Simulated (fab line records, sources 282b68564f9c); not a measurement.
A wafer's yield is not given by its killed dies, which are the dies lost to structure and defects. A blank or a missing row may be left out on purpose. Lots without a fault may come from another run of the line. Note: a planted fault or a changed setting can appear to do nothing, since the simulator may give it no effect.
fab line records | flow rit-cmos
record lots=14 wafers=42 last-day=8
route steps=202 shown WELLDRIVE@50 NWELL@51 PWELL@52
lots untouched by any fault: they come from a run of this same line in which no faults occurred
start-h: hours from the record's first day to the start of the lot's first wafer shown | wait-h: hours from the lot's prior step to this one | " unchanged from the row above | L1.1+2: a single row standing in for several wafers | - no value present, or no start provided | * or withheld: withheld | < > ~ a bound
route shown NAME@n: names a module that has steps shown in the file, with the first one's number in the route | usual: mean/standard deviation of fault-free wafers | same: alike in all rows | chamber/n: place in a boat | sites: readings site by site | _std_site: the standard deviation of these | _edge_site: mean of outer sites minus mean of inner sites | radius-mm: how far each site lies from the wafer's centre | mask NAME#n: copy n | behind: tool/chamber where the wafer was last shaped | hold: the reason the lot was held/the length of the hold in hours/how it ended | device: names the non-switching transistor (n, p or np) | end of line: the same wafers' tests at the end of the route | for a step that has no rows: nothing shown but its recipe | killed: not the wafer's yield, but the dies lost to structure and defects at the first sort | map: a wafer's dies, marking killed ones x, the rest . and places with no die _
set.NAME: the setting the step ran with; set.NAME@STEP: the setting that earlier step ran with | model.NAME: the simulator's own value behind a step, which no gauge read
the route's steps for a sample of lots (tables are steps, rows are wafers)
services: from which hour (start-h, from the record's first day; less than 0 if before it) a tool's chamber was out of use, for how many hours, and why
## steps
# step RIT_WELLDRIVE_ANNEAL_00
# recipe temp-c=1100 time-s=14700 ambient=N2
# usual spike-tc-centre-C=1101.9/1.6 spike-tc-source-C=1125.2/1.7 tube-center-temp-C=1100/0.1 tube_center_temp_C_max=1102.8/0.45 zone-power-centre-pct=50/3.3
# columns lot.wafer tool chamber start-h wait-h spike-tc-centre-C spike-tc-source-C tube-center-temp-C tube_center_temp_C_max zone-power-centre-pct
L731.1 furnace-04 0 24.40 0.6 1100.7 1122.9 1099.8 1102.4 51
L731.4 " 0 " " 1099.5 1122.1 1099.8 1102.8 51
L731.6 " 0 " " 1100.3 1124.4 1099.9 1103.6 50
L732.2 furnace-03 0 28.90 0.0 1100.9 1126.7 1100 1102.8 53
L732.4 " 0 " " 1104.3 1125.6 1100.2 1103.6 53
L732.6 " 0 " " 1103.1 1125.8 1099.9 1102.3 54
L733.1 furnace-04 0 35.26 0.1 1103.5 1122.4 1100.1 1103.4 50
L733.5 " 0 " " 1101.6 1123.0 1100 1103.0 50
L733.6 " 0 " " 1100.3 1120.8 1100 1102.7 50
L734.2 furnace-01 0 39.04 0.7 1102.5 1126.2 1100 1103.0 47
L734.3 " 0 " " 1100.9 1124.8 1100 1102.8 46
L734.6 " 0 " " 1102.1 1124.0 1099.9 1103.1 46
L736.2 furnace-01 0 50.66 1.2 1099.1 1126.2 1100 1102.4 47
L736.5 " 0 " " 1098.9 1125.0 1100.2 1102.9 46
L736.6 " 0 " " 1100.1 1125.1 1099.9 1103.2 47
L737.1 furnace-03 0 54.75 0.1 1104.0 1126.5 1100.1 1103.1 55
L737.3 " 0 " " 1102.4 1124.1 1100.1 1103.0 54
L737.6 " 0 " " 1103.0 1125.5 1100 1102.8 54
L738.1 furnace-04 0 60.01 1.2 1099.1 1122.7 1099.9 1102.7 51
L738.4 " 0 " " 1101.7 1122.4 1100.2 1102.8 49
L738.5 " 0 " " 1101.2 1123.7 1099.9 1102.2 50
L739.3 furnace-03 0 67.08 0.1 1103.8 1126.8 1099.8 1102.5 54
L739.4 " 0 " " 1103.6 1127.3 1100.1 1102.6 54
L739.5 " 0 " " 1104.3 1125.0 1100.1 1103.0 54
L740.1 furnace-01 0 71.55 1.1 1101.2 1125.8 1099.9 1102.8 46
L740.2 " 0 " " 1100.1 1127.3 1099.9 1102.7 47
L740.4 " 0 " " 1101.1 1126.7 1100 1102.8 45
L745.2 furnace-03 0 98.22 4.5 1095.7 1117.9 1091.9 1094.8 52
L745.5 " 0 " " 1095.6 1118.4 1092 1095.2 53
L745.6 " 0 " " 1094.1 1118.7 1091.8 1094.8 54
L748.3 furnace-03 0 118.06 1.6 1095.4 1118.4 1092 1094.4 53
L748.4 " 0 " " 1094.8 1116.8 1092 1095.2 53
L748.6 " 0 " " 1095.4 1118.6 1092.1 1094.3 53
L752.4 furnace-01 0 133.12 2.9 1103.1 1125.6 1100 1102.9 46
L752.5 " 0 " " 1101.0 1126.8 1100.1 1102.5 47
L752.6 " 0 " " 1102.4 1125.5 1100.1 1103.2 47
L753.1 furnace-04 0 139.05 0.1 1099.1 1123.2 1099.9 1102.0 50
L753.3 " 0 " " 1100.9 1123.7 1099.9 1102.8 51
L753.6 " 0 " " 1100.5 1121.8 1099.9 1103.1 50
L754.3 furnace-01 0 142.80 0.9 1101.4 1125.2 1100.1 1103.8 45
L754.4 " 0 " " 1102.6 1126.0 1099.9 1103.2 47
L754.6 " 0 " " 1101.6 1127.3 1100 1102.7 47
# step RIT_WELLDRIVE_RS_MEAS_01
# recipe thk-meas-gauge=four-point-probe
# usual NWELL_RS=275.4/0.73
# columns lot.wafer tool chamber start-h wait-h NWELL_RS[ohm/sq]
L731.1 film-metro-04 - 29.48 0.0 275.6
L731.4 " - " " 275.2
L731.6 " - " " 274.2
L732.2 film-metro-02 - 34.01 0.0 276.9
L732.4 " - " " 276.3
L732.6 " - " " 275.8
L733.1 film-metro-02 - 40.34 0.0 276.0
L733.5 " - " " 275.5
L733.6 " - " " 276.5
L734.2 film-metro-04 - 44.14 0.0 275.0
L734.3 " - " " 275.3
L734.6 " - " " 274.3
L736.2 film-metro-03 - 55.76 0.0 275.6
L736.5 " - " " 275.1
L736.6 " - " " 275.8
L737.1 film-metro-03 - 59.83 0.0 274.7
L737.3 " - " " 273.9
L737.6 " - " " 274.5
L738.1 film-metro-03 - 65.09 0.0 275.1
L738.4 " - " " 274.9
L738.5 " - " " 275.0
L739.3 film-metro-04 - 72.20 0.0 275.8
L739.4 " - " " 275.6
L739.5 " - " " 276.1
L740.1 film-metro-04 - 76.63 0.0 275.0
L740.2 " - " " 275.2
L740.4 " - " " 274.9
L745.2 film-metro-03 - 103.33 0.0 284.4
L745.5 " - " " 284.4
L745.6 " - " " 285.1
L748.3 film-metro-04 - 123.19 0.0 284.5
L748.4 " - " " 283.7
L748.6 " - " " 283.6
L752.4 film-metro-04 - 138.26 0.1 275.4
L752.5 " - " " 275.0
L752.6 " - " " 275.1
L753.1 film-metro-02 - 144.13 0.0 276.6
L753.3 " - " " 276.5
L753.6 " - " " 276.1
L754.3 film-metro-02 - 147.93 0.0 275.1
L754.4 " - " " 275.4
L754.6 " - " " 275.0
# step RIT_WELLDRIVE_RS_MEAS_02
# recipe thk-meas-gauge=four-point-probe
# usual PWELL_RS=429.3/1.2
# columns lot.wafer tool chamber start-h wait-h PWELL_RS[ohm/sq]
L731.1 film-metro-04 - 29.60 0.1 430.0
L731.4 " - " " 429.6
L731.6 " - " " 431.4
L732.2 film-metro-02 - 34.13 0.1 431.3
L732.4 " - " " 432.0
L732.6 " - " " 432.0
L733.1 film-metro-02 - 40.46 0.1 429.4
L733.5 " - " " 428.5
L733.6 " - " " 429.2
L734.2 film-metro-04 - 44.26 0.1 428.9
L734.3 " - " " 430.6
L734.6 " - " " 429.1
L736.2 film-metro-03 - 55.88 0.1 429.2
L736.5 " - " " 428.2
L736.6 " - " " 428.5
L737.1 film-metro-03 - 59.95 0.1 429.2
L737.3 " - " " 429.2
L737.6 " - " " 429.0
L738.1 film-metro-03 - 65.21 0.1 427.5
L738.4 " - " " 428.1
L738.5 " - " " 427.4
L739.3 film-metro-04 - 72.32 0.1 428.3
L739.4 " - " " 430.1
L739.5 " - " " 427.4
L740.1 film-metro-04 - 76.75 0.1 427.5
L740.2 " - " " 427.8
L740.4 " - " " 428.2
L745.2 film-metro-03 - 103.45 0.1 438.8
L745.5 " - " " 437.5
L745.6 " - " " 438.7
L748.3 film-metro-04 - 123.31 0.1 437.1
L748.4 " - " " 438.8
L748.6 " - " " 438.7
L752.4 film-metro-04 - 138.38 0.1 427.9
L752.5 " - " " 427.8
L752.6 " - " " 429.7
L753.1 film-metro-02 - 144.25 0.1 428.3
L753.3 " - " " 429.7
L753.6 " - " " 429.3
L754.3 film-metro-02 - 148.05 0.1 431.5
L754.4 " - " " 431.5
L754.6 " - " " 430.5
## services
# columns tool chamber start-h hours kind
furnace-01 - 55.74 4.0 pm
furnace-04 - 89.52 10.4 pm
## key
first-sign step=RIT_WELLDRIVE_ANNEAL_00 reading=tube-center-temp-C direction=down sigmas=73 usual=* struck=*
effect step=RIT_WELLDRIVE_ANNEAL_00 reading=tube_center_temp_C_max direction=down sigmas=18 usual=* struck=*
effect step=RIT_WELLDRIVE_RS_MEAS_01 reading=NWELL_RS direction=up sigmas=12 usual=275.4 struck=284.3
effect step=RIT_WELLDRIVE_RS_MEAS_02 reading=PWELL_RS direction=up sigmas=7.4 usual=429.3 struck=438.3
met-at RIT_WELLDRIVE_ANNEAL_00
struck-lots L745,L748
tester-left-out L745,L748
onset-between 67.08 98.22
fault kind=process-parameter-drift tool=furnace-03 chamber=- onset-h=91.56 steps=RIT_WELLDRIVE_ANNEAL_00 channel=temp-c offset=* shape=step end-h=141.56 acts-in=* stated=*
# tester-left-out: of these lots the tester's yield and bins aren't shown, on N5 and GAA mostly nor the transistor test; their killed dies are dies lost to structure and defects alone, not to doping, threshold or leakage, so they don't give the yield
